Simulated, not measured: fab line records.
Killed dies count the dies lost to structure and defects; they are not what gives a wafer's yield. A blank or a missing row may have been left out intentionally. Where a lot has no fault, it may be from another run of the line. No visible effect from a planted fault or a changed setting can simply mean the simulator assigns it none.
Chamber matching -- flow ritCmos -- RIT_SPACER_ETCHBACK_05 on rieDiel-02: 3 sister chambers
The step etches Si3N4 in SF6/CHF3, stops on SiO2, target depth 250 nm, time 240 s. 14 wafers are shown with their chamber, then 6 later ones without.

## WAFERS WITH THEIR CHAMBER
wafer,chamber,drypumpMotorCurrentA (A),throttleValvePct (%),oesProductAu (a.u.)
L227.4,2,5.3,9.97,0.828
L227.5,2,5.3,9.96,0.828
L227.6,3,6.7,10.34,0.849
L228.1,0,5.3,10.47,0.839
L228.3,3,6.6,10.35,0.856
L228.6,2,5.3,9.98,0.829
L230.3,0,5.3,10.46,0.836
L230.5,0,5.3,10.46,0.829
L230.6,3,6.6,10.36,0.850
L231.2,2,5.3,9.96,0.823
L231.5,0,5.3,10.47,0.821
L231.6,2,5.3,9.98,0.823
L234.3,3,6.7,10.36,0.849
L234.4,0,5.3,10.45,0.830

SIGNATURES, as means of the wafers listed above
reading,chamber 0,chamber 2,chamber 3,scatter within a chamber
drypumpMotorCurrentA,5.300,5.300,6.650,0.0302
throttleValvePct,10.4620,9.9700,10.3525,0.00932
oesProductAu,0.83100,0.82620,0.85100,0.00489
Rule: for a wafer and a chamber, the distance is found by dividing, reading by reading, the gap between the wafer's reading and the chamber's mean by the reading's scatter, squaring, summing and taking the root. If the next closest chamber is less than 2 further off than the closest, the wafer can't be placed; otherwise it belongs to the closest. The scatter is the square root of a quotient: the sum, over the shown wafers, of each reading's squared deviation from its chamber's mean, divided by wafers minus chambers.

## WAFERS MISSING THEIR CHAMBER
wafer,drypumpMotorCurrentA (A),throttleValvePct (%),oesProductAu (a.u.)
L234.5,5.3,10.47,0.835
L237.2,5.3,10.45,0.834
L237.5,6.7,10.34,0.855
L250.1,6.7,10.37,0.855
L250.4,5.3,10.45,0.821
L250.6,6.7,10.35,0.860

## WHICH CHAMBER EACH WENT THROUGH
wafer,from the rows above,in truth
L234.5,0,0
L237.2,0,0
L237.5,3,3
L250.1,3,3
L250.4,0,0
L250.6,3,3
Correctly placed: 6 of 6. Left unplaced by these rows: 0. Number placed wrongly: 0.
